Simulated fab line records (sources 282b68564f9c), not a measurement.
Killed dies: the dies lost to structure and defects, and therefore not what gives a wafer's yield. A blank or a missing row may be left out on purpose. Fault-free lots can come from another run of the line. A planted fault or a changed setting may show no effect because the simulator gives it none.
Which tool is to blame? + flow rit-cmos + 45 wafers from 15 lots sampled at 2 of the route's 202 steps

== WHAT THE GAUGES READ, wafer by wafer ==
No reading from a measuring or inspecting step in the record can be judged against a usual standard deviation.

== EACH LOT AND THE TOOL THAT RAN IT (in order: tool; ch and the chambers of the sampled wafers; start) ==
| lot  | RIT_PSD_HMDS_00                  | RIT_M1_PROBE_99        |
|------|----------------------------------|------------------------|
| L310 | litho-track-04 ch 0, day 3 12:05 | -                      |
| L311 | litho-track-03 ch 0, day 3 16:22 | -                      |
| L312 | litho-track-02 ch 0, day 3 21:43 | -                      |
| L313 | litho-track-04 ch 0, day 4 04:51 | -                      |
| L314 | litho-track-02 ch 0, day 4 06:56 | -                      |
| L317 | litho-track-02 ch 0, day 4 20:26 | -                      |
| L320 | litho-track-02 ch 0, day 5 10:40 | -                      |
| L322 | litho-track-02 ch 0, day 5 19:52 | prober-01, day 6 05:17 |
| L324 | litho-track-04 ch 0, day 6 06:23 | -                      |
| L326 | litho-track-03 ch 0, day 6 14:35 | -                      |
| L327 | litho-track-04 ch 0, day 6 22:05 | -                      |
| L328 | litho-track-03 ch 0, day 7 03:03 | -                      |
| L330 | litho-track-04 ch 0, day 7 11:15 | -                      |
| L331 | litho-track-03 ch 0, day 7 14:57 | -                      |
| L332 | litho-track-03 ch 0, day 8 01:46 | -                      |
- RIT_PSD_HMDS_00: prime time 60 s.
- RIT_M1_PROBE_99

== WHAT THE TOOLS THEMSELVES READ (means of the sampled wafers that have a number; where no wafer has one, the mark that the record gives instead) ==
RIT_PSD_HMDS_00.
| lot  | tool           | prime-temp-c (C) |
|------|----------------|------------------|
| L310 | litho-track-04 | 140.22           |
| L311 | litho-track-03 | 140.07           |
| L312 | litho-track-02 | 139.89           |
| L313 | litho-track-04 | 140.16           |
| L314 | litho-track-02 | 140.24           |
| L317 | litho-track-02 | 150.16           |
| L320 | litho-track-02 | 150.16           |
| L322 | litho-track-02 | 150.09           |
| L324 | litho-track-04 | 140.05           |
| L326 | litho-track-03 | 139.90           |
| L327 | litho-track-04 | 140.13           |
| L328 | litho-track-03 | 140.08           |
| L330 | litho-track-04 | 140.03           |
| L331 | litho-track-03 | 139.97           |
| L332 | litho-track-03 | 140.04           |

RIT_M1_PROBE_99.
| lot  | tool      | killed-at-contacts | killed-at-front-end | killed-dies | killed-open | killed-short |
|------|-----------|--------------------|---------------------|-------------|-------------|--------------|
| L322 | prober-01 | 0.0                | 9                   | 9           | 4.7         | 4.0          |

== THE ANSWER, worked out from the rows above alone ==
Rule: usual is defined by the lots themselves. The widest of any qualifying gaps counts: lots, ordered by their means at a reading, are off when they make up no more than a third of the lots, leave a main group of 4 or more, and stand apart from it by 3 or more times the standard deviation of that group's means. A main group whose means are all the same, to the digits that the tables above print for the reading, isn't used. A lot without any number at a reading at which 4 lots or more have one is off too. The other lots that the step has rows for count as sound. First the gauges in route order, then the tools' own readings, where a lot's mean is used as printed above. The first step at which some lot is off is used, and at that step the reading that is off furthest; a lot without a number counts as furthest.
Off: L317, L320, L322, at RIT_PSD_HMDS_00 (prime-temp-c). Main group: mean 140.06 C, sd 0.11.
If a tool, at that step or one of the process steps before it, ran each lot that is off and ran no sound lot following the first of them, it fits. One fits: RIT_PSD_HMDS_00 on litho-track-02. A fault onset in the window from L314 (day 4 06:56, its last sound lot) to L317 (day 4 20:26, its first lot off) fits.
The tool's own readings at RIT_PSD_HMDS_00 bear it out: on the lots that are off they differ by more than 5 times the standard deviation of the sound lots' means. prime-temp-c reads 150.14 C there against 140.06 C on the sound lots.

== WHAT HAD BEEN PUT IN BY THE SIMULATOR ==
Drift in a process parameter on litho-track-02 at RIT_PSD_HMDS_00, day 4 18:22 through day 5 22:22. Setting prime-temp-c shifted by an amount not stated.
Lots struck among those shown: L317, L320, L322. The rule given above showed the same thing.
